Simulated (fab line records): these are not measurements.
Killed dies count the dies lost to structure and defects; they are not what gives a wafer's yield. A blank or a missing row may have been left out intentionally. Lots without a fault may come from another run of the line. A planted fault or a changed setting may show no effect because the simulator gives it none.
Which of the tools did it? ; flow berkeley_cmos170 ; 42 wafers from 14 lots sampled at 2 of the route's 331 steps

== WHAT THE GAUGES READ, wafer by wafer ==
UCB170_PFIELD_TW_MEAS_09. Usual: for PFIELD_TW the level is 600.2 and the standard deviation is 2.7.
lot;measured;on;PFIELD_TW;flag
L284;day 4 08:43;film_metro-03;597.0 597.8 598.4;
L285;day 4 21:50;film_metro-04;597.9 598.9 597.8;
L286;day 5 14:57;film_metro-04;599.8 601.5 599.8;
L288;day 5 15:16;film_metro-03;598.3 598.8 600.1;
L287;day 5 15:56;film_metro-04;599.7 599.8 598.9;
L290;day 6 04:40;film_metro-04;601.2 598.8 597.1;
L292;day 6 22:34;film_metro-03;599.8 596.0 600.5;
L297;day 7 17:50;film_metro-04;547.8 550.7 547.8;OFF
L300;day 8 14:03;film_metro-03;600.2 599.7 600.9;
L298;day 8 14:20;film_metro-03;548.6 552.2 550.1;OFF
L301;day 8 21:03;film_metro-03;599.3 597.9 601.4;
L304;day 9 04:22;film_metro-03;604.7 606.2 603.5;
L306;day 9 15:21;film_metro-04;598.1 598.9 598.6;
L305;day 9 15:37;film_metro-03;604.0 605.3 602.3;

== WHICH TOOL RAN EACH LOT (tool, then ch and the chambers of the sampled wafers, then the start) ==
lot;UCB170_PFIELD_IMPLANT_07
L284;implanter-02 ch 0, day 4 08:28
L285;implanter-04 ch 0, day 4 21:36
L286;implanter-01 ch 0, day 5 14:43
L288;implanter-02 ch 0, day 5 15:01
L287;implanter-04 ch 0, day 5 15:42
L290;implanter-04 ch 0, day 6 04:26
L292;implanter-04 ch 0, day 6 22:21
L297;implanter-02 ch 0, day 7 17:35
L300;implanter-04 ch 0, day 8 13:48
L298;implanter-02 ch 0, day 8 14:05
L301;implanter-04 ch 0, day 8 20:48
L304;implanter-01 ch 0, day 9 04:08
L306;implanter-01 ch 0, day 9 15:06
L305;implanter-04 ch 0, day 9 15:23
- UCB170_PFIELD_IMPLANT_07

== WHAT THE TOOLS THEMSELVES READ (means of the sampled wafers that have a number; where no wafer has one, the mark that the record gives instead) ==
UCB170_PFIELD_IMPLANT_07. Usual: dose_ions_cm2 1.9997e+13, standard deviation 2.2e+10; faraday_current_uA 63.2, standard deviation 1.3.
lot;tool;dose_ions_cm2;faraday_current_uA;flag
L284;implanter-02;2.0025e+13;63.1;
L285;implanter-04;1.9989e+13;63.9;
L286;implanter-01;2.0000e+13;63.3;
L288;implanter-02;2.0007e+13;64.2;
L287;implanter-04;2.0019e+13;61.6;
L290;implanter-04;1.9982e+13;63.3;
L292;implanter-04;2.0014e+13;63.9;
L297;implanter-02;1.5187e+13;49.7;OFF
L300;implanter-04;1.9991e+13;62.8;
L298;implanter-02;1.5211e+13;48.4;OFF
L301;implanter-04;1.9987e+13;63.3;
L304;implanter-01;2.0012e+13;62.8;
L306;implanter-01;2.0020e+13;63.2;
L305;implanter-04;1.9994e+13;63.5;

== THE ANSWER, worked out from the rows above alone ==
Rule: take the mean of a lot's wafers that have a number; if it is more than 3 standard deviations from the usual mean, the lot is off. Also off: a lot with no number at a reading for which 4 or more lots have one. Any other lot the step has rows for is counted as sound. First the gauges in route order, then the tools' own readings, where a lot's mean is used as printed above. At the first step where some lot is off, the reading lying furthest off is the one used; lots without a number count as furthest.
Off: at UCB170_PFIELD_TW_MEAS_09 (PFIELD_TW), L297, L298.
If a tool, at a process step before that reading, ran all the lots that are off and no sound lot after the first of them, it fits. The gauges at UCB170_PFIELD_TW_MEAS_09 aren't tried: what is off there is off at UCB170_PFIELD_IMPLANT_07 too, on other tools, and a gauge's error can't cause that. One fits: implanter-02 at UCB170_PFIELD_IMPLANT_07. Its last sound lot is L288 (day 5 15:01), its first lot that is off L297 (day 7 17:35): a fault that began between those two fits.
The tool's own readings at UCB170_PFIELD_IMPLANT_07 bear it out: on the lots that are off they differ by more than 5 times the standard deviation of the sound lots' means. dose_ions_cm2 reads 1.5199e+13 there against 2.0003e+13 on the sound lots; faraday_current_uA reads 49.0 there against 63.2 on the sound lots.

== WHAT WAS PUT IN BY THE SIMULATOR ==
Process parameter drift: implanter-02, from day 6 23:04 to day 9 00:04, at UCB170_PFIELD_IMPLANT_07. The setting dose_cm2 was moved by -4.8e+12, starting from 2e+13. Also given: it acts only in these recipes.
Shown lots that were struck: L297, L298. This agrees with what the rule above found.
